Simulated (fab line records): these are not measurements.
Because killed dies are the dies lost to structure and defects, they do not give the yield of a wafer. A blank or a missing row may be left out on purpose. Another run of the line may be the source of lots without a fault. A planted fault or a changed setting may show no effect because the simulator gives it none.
A struck lot beside a sound one ; flow rit cmos ; 28 steps out of a route of 202
Sound: these wafers, L497.1, L497.4, L497.5. Struck: wafers L503.1, L503.2, L503.6. The cause comes at the end.
At each step with rows: each side's tool, then ch and its chambers, then its first start. Under that, the readings that differ: sound wafers ; struck wafers ; difference of the means ; sigmas: that difference in standard deviations of wafers without a fault.
alike: readings with means less than 2 such deviations apart, plus words and numbers identical on both sides. not compared: withheld readings, readings lacking a value on some wafer, bounds such as >300 that could conceal the same value, and numbers that have no deviation in the record and whose values overlap.
Wherever a step has rows on one side only, a row that says differs or no value, or a row with sigmas, the two part there. Numbers that don't overlap but have no deviation are shown without sigmas and don't part them. A reading that every wafer of one side lacks parts them only if that side has two wafers or more.

RIT_ACTIVE_BOW_MEAS_00:
  sound on film metro-02, day 2 01:00; struck on film metro-01, day 3 07:00
  alike: INCOMING_BOW
RIT_ACTIVE_OXIDATION_01: target thk 46.8 nm, ox time 3360 s.
  sound on furnace-03 ch 0, day 2 01:46; struck on furnace-01 ch 0, day 3 08:02
reading;sound;struck;difference;sigmas
spike tc centre C (C);1001.4 1001.8 1001.1;955.9 956.6 956.3;-45.2;-30
spike tc load C (C);1029.6 1031.0 1029.7;981.7 983.0 983.8;-47.3;-21
spike tc source C (C);1025.6 1028.0 1026.0;981.9 982.0 978.8;-45.6;-41
tube center temp C (C);1000.1 999.98 999.85;955.52 955.44 955.61;-44.45;-99 or more
tube_center_temp_C_max;1002.7 1002.8 1002.6;957.8 957.9 958.8;-44.5;-99 or more
zone power load pct (%);35.8 35.6 35.9;34.0 33.6 32.3;-2.5;-4
model.SiO2_of_ACTIVE_OXIDATION_01.thk nm (nm);47.25 46.79 47.45;30.48 30.59 30.31;-16.70;
RIT_ACTIVE_THK_MEAS_02:
  sound on film metro-02, day 2 03:41; struck on film metro-01, day 3 09:58
reading;sound;struck;difference;sigmas
ACTIVE_OXIDE_THK (nm);47.2 46.7 47.5;30.5 30.6 30.4;-16.6;-23
then, 1 step without rows for these wafers: RIT_ACTIVE_CVD_03 (deposits Si3N4 from SiH2Cl2/NH3, target thk 150 nm, time 1500 s).
RIT_ACTIVE_THK_MEAS_04:
  sound on film metro-01, day 2 05:10; struck on film metro-01, day 3 11:26
  alike: ACTIVE_NITRIDE_THK
then, 6 steps without rows for these wafers: RIT_ACTIVE_HMDS_05 (prime time 60 s); RIT_ACTIVE_COAT_06 (resist thk 1000 nm); RIT_ACTIVE_SOFTBAKE_07 (time 60 s); RIT_ACTIVE_EXPOSE_08 (exposes mask M1, target cd 1400 nm); RIT_ACTIVE_PEB_09; RIT_ACTIVE_DEVELOP_10 (develop time 50 s).
RIT_ACTIVE_CD_MEAS_11 targets a cd of 1400 nm.
  sound on cd sem-02, day 2 06:12; struck on cd sem-01, day 3 12:25
  alike: cd nm
then, 1 step without rows for these wafers: RIT_ACTIVE_HARDBAKE_12 (time 60 s).
RIT_ACTIVE_ETCH_13: etches Si3N4 in SF6, stops on SiO2, time 210 s, target depth 210 nm.
  sound on rie diel-04 ch 0,1,2, day 2 06:28; struck on rie diel-04 ch 1,2, day 3 12:41
  alike: drypump motor current A, oes product au, rf fwd power W, throttle valve pct
  not compared: rf hours counter h
RIT_ACTIVE_STRIP_14: strips in O2, time 180 s.
  sound on plasma asher-03 ch 0,1, day 2 06:36; struck on plasma asher-01 ch 0,1, day 3 12:49
  alike: drypump motor current A
  not compared: rf hours counter h
RIT_ACTIVE_CD_MEAS_90 targets a cd of 1400 nm.
  sound on cd sem-01, day 2 06:47; struck on cd sem-02, day 3 12:59
  alike: cd nm
then, 4 steps without rows for these wafers: RIT_ACTIVE_CLEAN_15 (cleans in SC1, time 600 s); RIT_ACTIVE_CLEAN_16 (cleans in dHF, time 30 s); RIT_ACTIVE_CLEAN_17 (cleans in SC2, time 600 s); RIT_FOX1_OXIDATION_00 (target thk 350.7 nm, ox time 1130 s).
RIT_FOX1_THK_MEAS_01:
  sound on film metro-04, day 2 08:35; struck on film metro-03, day 3 15:49
  alike: FOX1_OXIDE_THK
then, 2 steps without rows for these wafers: RIT_FOX1_WET_ETCH_02 (etches SiO2 in BOE, target depth 350 nm, time 390 s); RIT_FOX2_OXIDATION_00 (target thk 350.7 nm, ox time 1130 s).
RIT_FOX2_THK_MEAS_01:
  sound on film metro-04, day 2 10:04; struck on film metro-04, day 3 17:19
  alike: FOX2_OXIDE_THK
then, 1 step without rows for these wafers: RIT_FOX2_CLEAN_02 (cleans in dHF, time 180 s).
RIT_FOX2_WET_ETCH_03: etches Si3N4 in H3PO4, target depth 195 nm, time 2700 s.
  sound on wet bench-02 ch 3, day 2 10:15; struck on wet bench-01 ch 0, day 3 17:26
reading;sound;struck;difference;sigmas
model.SiO2_of_ACTIVE_OXIDATION_01.thk nm (nm);41.45 41.69 42.28;27.06 27.15 26.93;-14.76;
RIT_FOX2_THK_MEAS_90:
  sound on film metro-01, day 2 11:00; struck on film metro-04, day 3 18:11
  alike: FIELD_OXIDE_LEFT_1_THK
RIT_M1_PROBE_99:
  sound on prober-01, day 4 06:58; struck on prober-02, day 5 10:29
reading;sound;struck;difference;sigmas
model.etest.nldd.width nm (nm);3171 3189 3168;3302 3320 3307;+134;
model.etest.pldd.width nm (nm);3164 3189 3169;3320 3284 3309;+130;
model.etest.nplus sal.width nm (nm);3419 3449 3447;3538 3541 3559;+108;
model.etest.pplus sal.width nm (nm);3440 3445 3456;3530 3531 3514;+78;
model.etest.nmos_0p3.r on ohm um;2195 2169 2212;2089 2161 2128;-66;
model.etest.nmos narrow.drive ua um;217.7 220.2 217;264.9 255.9 258;+41.3;
model.etest.pmos narrow.drive ua um;98.58 101.5 98.41;121.9 116 118.7;+19.4;
model.etest.nmos_0p3.drive ua um;219.6 218.3 216.7;233.7 228.3 231.4;+12.9;
  alike: killed_at_M0_to_M3, killed at front end, killed dies, killed open, killed short

== WHERE THEY PART ==
First at RIT_ACTIVE_OXIDATION_01; last, within this record, at RIT_ACTIVE_THK_MEAS_02. Later steps at which nothing parts them and some readings are alike: RIT_ACTIVE_THK_MEAS_04, RIT_ACTIVE_CD_MEAS_11, RIT_ACTIVE_ETCH_13, RIT_ACTIVE_STRIP_14, RIT_ACTIVE_CD_MEAS_90, RIT_FOX1_THK_MEAS_01, RIT_FOX2_THK_MEAS_01, RIT_FOX2_THK_MEAS_90, RIT_M1_PROBE_99.

WHY: the cause the simulator had injected
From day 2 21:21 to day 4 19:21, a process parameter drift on furnace-01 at RIT_ACTIVE_OXIDATION_01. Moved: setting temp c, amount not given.
